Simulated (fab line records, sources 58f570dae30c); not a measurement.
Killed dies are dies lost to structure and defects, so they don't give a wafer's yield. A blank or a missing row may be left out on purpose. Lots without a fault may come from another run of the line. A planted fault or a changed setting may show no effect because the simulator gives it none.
fab line records | flow berkeley_cmos170
record lots=14 wafers=42 last_day=12
route steps=331 shown NSD@193 CONTACT@222 M2@284
lots that met no fault: from a run of the same line without faults
start_h: hours from the record's first day to the start of the lot's first wafer shown | wait_h: hours since the lot's step before | " the same as in the row above | L1.1+2: a row that stands for several wafers | - no value, or no start given | * or withheld: withheld | < > ~ a bound
route shown NAME@n: a module of which the file shows steps, and the number in the route of the first | usual: mean/standard deviation of fault-free wafers | same: alike in all rows | chamber/n: place in a boat | sites: the reading at each site | _std_site: their standard deviation | _edge_site: outer sites' mean less inner sites' | radius_mm: how far each site lies from the wafer's centre | mask NAME#n: copy n | behind: the tool/chamber that last shaped the wafer | hold: why the lot was held/for how many hours/how that ended | device: the transistor (n, p or np) that didn't switch | end of line: the same wafers' tests at the end of the route | a step without rows: its recipe alone | killed: dies lost to structure and defects at the first sort, not the wafer's yield | map: a wafer's dies, x killed, . not, _ none there
set.NAME: the setting as run; set.NAME@STEP: as run at that earlier step | model.NAME: the simulator's own value behind a step, which no gauge read
steps of the route over a sample of lots; a table a step, a row a wafer
services: from which hour (start_h, from the record's first day; less than 0 if before it) a tool's chamber was out of use, for how many hours, and why
## steps
# step UCB170_NSD_CD_MEAS_06
# recipe target_cd_nm=1200
# usual cd_nm=1199.5/1.2
# columns lot.wafer tool chamber start_h wait_h cd_nm
L848.3 cd_sem-01 - 131.36 - 1199.2
L848.4 " - " " 1198.5
L848.6 " - " " 1199.1
L849.1 cd_sem-01 - 145.27 - 1199.4
L849.5 " - " " 1197.5
L849.6 " - " " 1199.5
L853.1 cd_sem-01 - 151.96 - 1198.0
L853.3 " - " " 1199.0
L853.6 " - " " 1198.7
L852.2 cd_sem-01 - 152.10 - 1198.3
L852.4 " - " " 1200.4
L852.6 " - " " 1200.5
L854.1 cd_sem-01 - 165.55 - 1198.2
L854.5 " - " " 1197.1
L854.6 " - " " 1200.5
L856.1 cd_sem-02 - 172.70 - 1199.6
L856.4 " - " " 1198.7
L856.5 " - " " 1198.2
L858.1 cd_sem-02 - 175.26 - 1199.2
L858.2 " - " " 1198.8
L858.6 " - " " 1199.1
L857.1 cd_sem-02 - 175.53 - 1200.7
L857.3 " - " " 1199.1
L857.4 " - " " 1200.8
L864.1 cd_sem-01 - 216.56 - 1201.5
L864.4 " - " " 1201.9
L864.5 " - " " 1199.9
L867.1 cd_sem-02 - 216.84 - 1198.4
L867.2 " - " " 1196.6
L867.3 " - " " 1196.9
L868.3 cd_sem-02 - 240.90 - 1197.9
L868.4 " - " " 1198.0
L868.6 " - " " 1198.8
L870.3 cd_sem-01 - 241.14 - 1198.8
L870.4 " - " " 1199.8
L870.5 " - " " 1198.8
L869.3 cd_sem-02 - 241.63 - 1199.4
L869.4 " - " " 1198.5
L869.5 " - " " 1197.9
L871.1 cd_sem-01 - 252.58 - 1201.3
L871.2 " - " " 1199.7
L871.4 " - " " 1199.4
# step UCB170_CONTACT_STRIP_06
# recipe chemistry=O2 power_w=400 pressure_mtorr=3500 platen_temp_c=withheld o2_flow_sccm=400 overash_fraction=0.5
# usual drypump_motor_current_A=5.6/0.34 o2_flow_sccm=399.9/1.1 oes_product_au=0.735/0.0046 strip_time_to_endpoint_s=21.97/0.047
# same overash_fraction=0.5
# columns lot.wafer tool chamber start_h wait_h drypump_motor_current_A o2_flow_sccm oes_product_au rf_hours_counter_h strip_time_to_endpoint_s
L848.3 plasma_asher-03 0 138.05 0.1 5.5 400.6 0.732 - 21.97
L848.4 " 1 " " 5.4 399.7 0.731 - 22.03
L848.6 " 1 " " 5.4 400.1 0.738 - 22.04
L849.1 plasma_asher-03 1 150.16 0.1 5.4 399.7 0.731 45 21.94
L849.5 " 1 " " 5.4 400.5 0.732 - 21.91
L849.6 " 0 " " 5.5 400.6 0.740 - 21.94
L853.1 plasma_asher-02 1 158.25 0.1 5.8 401.1 0.743 49 21.93
L853.3 " 0 " " 5.6 401.8 0.735 - 22.00
L853.6 " 0 " " 5.7 400.3 0.733 - 21.95
L852.2 plasma_asher-03 0 158.42 0.1 5.5 402.5 0.736 47 22.02
L852.4 " 0 " " 5.5 400.1 0.736 - 22.07
L852.6 " 1 " " 5.4 399.8 0.732 - 21.96
L854.1 plasma_asher-03 0 170.44 0.1 5.5 400.6 0.738 49 21.97
L854.5 " 1 " " 5.5 399.7 0.740 - 22.01
L854.6 " 0 " " 5.5 401.9 0.731 - 21.98
L856.1 plasma_asher-02 0 178.93 0.1 5.6 400.3 0.730 52 21.93
L856.4 " 0 " " 5.7 400.0 0.735 - 21.91
L856.5 " 1 " " 5.7 398.9 0.731 - 21.91
L857.1 plasma_asher-01 0 183.92 0.1 5.3 398.7 0.741 32 21.92
L857.3 " 0 " " 5.3 398.4 0.734 - 21.92
L857.4 " 1 " " 6.5 398.3 0.736 - 21.88
L858.1 plasma_asher-03 0 183.98 0.1 5.5 400.1 0.745 50 21.99
L858.2 " 1 " " 5.4 400.9 0.735 50 21.99
L858.6 " 1 " " 5.3 397.3 0.736 - 21.97
L864.1 plasma_asher-02 1 222.86 0.1 5.7 402.4 0.733 57 22.02
L864.4 " 0 " " 5.7 402.0 0.738 - 21.94
L864.5 " 1 " " 5.7 398.0 0.732 - 21.91
L867.1 plasma_asher-01 0 222.86 0.1 5.3 399.3 0.728 37 21.93
L867.2 " 1 " " 6.5 400.4 0.737 37 21.95
L867.3 " 0 " " 5.3 401.5 0.734 - 21.90
L868.3 plasma_asher-02 1 247.89 0.1 5.8 400.8 0.737 - 22.00
L868.4 " 0 " " 5.6 400.2 0.732 - 22.02
L868.6 " 0 " " 5.6 400.5 0.733 - 22.01
L870.3 plasma_asher-01 1 248.88 0.1 6.5 400.5 0.738 - 21.99
L870.4 " 0 " " 5.3 399.5 0.741 - 22.01
L870.5 " 0 " " 5.3 399.4 0.734 - 21.98
L869.3 plasma_asher-03 0 249.06 0.1 5.5 400.3 0.742 - 21.98
L869.4 " 1 " " 5.4 399.6 0.739 - 21.95
L869.5 " 0 " " 5.5 399.2 0.732 - 21.97
L871.1 plasma_asher-03 1 257.89 0.1 5.4 402.7 0.736 59 21.96
L871.2 " 0 " " 5.5 397.7 0.740 59 22.02
L871.4 " 1 " " 5.4 399.7 0.737 - 21.98
# step UCB170_M2_PEB_13
# recipe peb_temp_c=130 peb_time_s=withheld resist=KrF
# usual chill_plate_temp_C=23.01/0.1 exhaust_pa=45.0/0.78 plate_temp_C=130.02/0.14 resist_line_temp_C=23.00/0.12
# columns lot.wafer tool chamber start_h wait_h chill_plate_temp_C exhaust_pa plate_temp_C resist_line_temp_C
L848.3 litho_track-02 0 152.13 0.3 23.00 45.1 130.12 23.16
L848.4 " 0 " " 23.05 45.0 130.00 23.01
L848.6 " 0 " " 22.93 46.1 130.33 22.97
L849.1 litho_track-02 0 164.72 0.4 22.81 46.3 129.98 23.13
L849.5 " 0 " " 22.90 44.6 130.30 23.08
L849.6 " 0 " " 22.88 46.0 130.26 22.94
L852.2 litho_track-02 0 175.81 0.1 22.84 45.5 130.23 23.14
L852.4 " 0 " " 23.08 44.8 129.94 23.01
L852.6 " 0 " " 22.98 46.4 129.87 23.22
L853.1 litho_track-02 0 176.06 0.3 22.92 44.0 129.94 23.03
L853.3 " 0 " " 23.04 45.6 129.89 23.09
L853.6 " 0 " " 23.00 44.7 130.24 23.04
L854.1 litho_track-02 0 185.47 0.1 23.02 44.5 130.00 22.85
L854.5 " 0 " " 23.02 44.0 130.16 22.78
L854.6 " 0 " " 22.88 45.1 130.17 22.96
L856.1 litho_track-02 0 193.44 0.7 23.21 45.7 129.82 23.05
L856.4 " 0 " " 23.10 45.6 129.94 22.93
L856.5 " 0 " " 23.18 45.5 129.89 23.10
L858.1 litho_track-01 0 196.78 0.3 23.06 46.6 129.89 23.11
L858.2 " 0 " " 22.96 45.2 129.93 23.04
L858.6 " 0 " " 23.04 45.9 129.89 23.03
L857.1 litho_track-02 0 197.02 0.1 23.01 44.6 130.22 23.11
L857.3 " 0 " " 23.06 43.1 130.16 23.00
L857.4 " 0 " " 23.12 45.1 130.23 23.10
L864.1 litho_track-02 - 237.20 0.8 - - - -
L864.4 " - " " - - - -
L864.5 " - " " - - - -
L867.1 litho_track-02 - 237.48 0.7 - - - -
L867.2 " - " " - - - -
L867.3 " - " " - - - -
L870.3 litho_track-01 0 260.90 0.3 23.11 45.7 130.08 22.83
L870.4 " 0 " " 22.96 46.2 130.19 22.91
L870.5 " 0 " " 22.97 45.9 130.35 22.94
L869.3 litho_track-02 0 261.11 0.2 23.23 44.3 130.04 22.89
L869.4 " 0 " " 23.21 44.7 130.05 22.81
L869.5 " 0 " " 23.17 44.9 129.93 22.79
L868.3 litho_track-03 0 261.49 0.4 23.00 45.6 130.14 22.80
L868.4 " 0 " " 23.02 44.5 129.98 22.74
L868.6 " 0 " " 23.03 46.5 129.76 22.88
L871.1 litho_track-01 0 274.43 0.3 23.02 44.8 130.03 23.08
L871.2 " 0 " " 22.98 45.6 130.00 22.90
L871.4 " 0 " " 22.82 44.9 129.88 23.07
# step UCB170_M2_CD_MEAS_15
# recipe target_cd_nm=700
# usual cd_nm=700.2/1.6
# columns lot.wafer tool chamber start_h wait_h cd_nm
L848.3 cd_sem-01 - 152.39 - 700.9
L848.4 " - " " 699.0
L848.6 " - " " 701.7
L849.1 cd_sem-01 - 164.99 - 701.6
L849.5 " - " " 701.7
L849.6 " - " " 699.2
L852.2 cd_sem-01 - 176.08 - 702.1
L852.4 " - " " 701.6
L852.6 " - " " 700.8
L853.1 cd_sem-02 - 176.33 - 699.1
L853.3 " - " " 699.4
L853.6 " - " " 698.4
L854.1 cd_sem-02 - 185.75 - 698.0
L854.5 " - " " 699.0
L854.6 " - " " 696.6
L856.1 cd_sem-01 - 193.72 - 697.7
L856.4 " - " " 697.7
L856.5 " - " " 697.7
L858.1 cd_sem-02 - 197.05 - 698.3
L858.2 " - " " 699.0
L858.6 " - " " 698.9
L857.1 cd_sem-02 - 197.30 - 698.1
L857.3 " - " " 696.6
L857.4 " - " " 697.4
L864.1 cd_sem-01 - 237.48 - -
L864.4 " - " " -
L864.5 " - " " -
L867.1 cd_sem-02 - 237.75 - -
L867.2 " - " " -
L867.3 " - " " -
L870.3 cd_sem-01 - 261.17 - 701.7
L870.4 " - " " 700.9
L870.5 " - " " 700.1
L869.3 cd_sem-02 - 261.37 - 701.6
L869.4 " - " " 703.6
L869.5 " - " " 702.2
L868.3 cd_sem-02 - 261.75 - 701.2
L868.4 " - " " 701.6
L868.6 " - " " 700.1
L871.1 cd_sem-02 - 274.71 - 700.9
L871.2 " - " " 699.8
L871.4 " - " " 700.1
## services
# columns tool chamber start_h hours kind
plasma_asher-01 - 136.96 20.3 repair
plasma_asher-01 - 158.26 15.6 pm
litho_track-01 - 209.79 - consumable_replace:filter
## key
first_sign step=UCB170_M2_PEB_13 reading=tool_record direction=missing
effect none on later readings
met_at UCB170_M2_PEB_13
struck_lots L864,L867
later_rows_left_out L864.1,L864.4,L864.5,L867.1,L867.2,L867.3
sort_left_out L864.1,L864.4,L864.5,L867.1,L867.2,L867.3
not_acting_at UCB170_NSD_CD_MEAS_06,UCB170_CONTACT_STRIP_06,UCB170_M2_CD_MEAS_15
onset_between 197.02 237.20
fault kind=skipped_step_whole tool=litho_track-02 chamber=- onset_h=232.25 steps=UCB170_M2_PEB_13 scope=struck_lots_only
# sort_left_out: the simulated sort isn't trusted on such a fault, so these wafers' sort isn't shown, and their yield isn't known
# later_rows_left_out: the simulator's readings of these wafers behind a module that went badly wrong aren't trusted and aren't shown, but for the sort
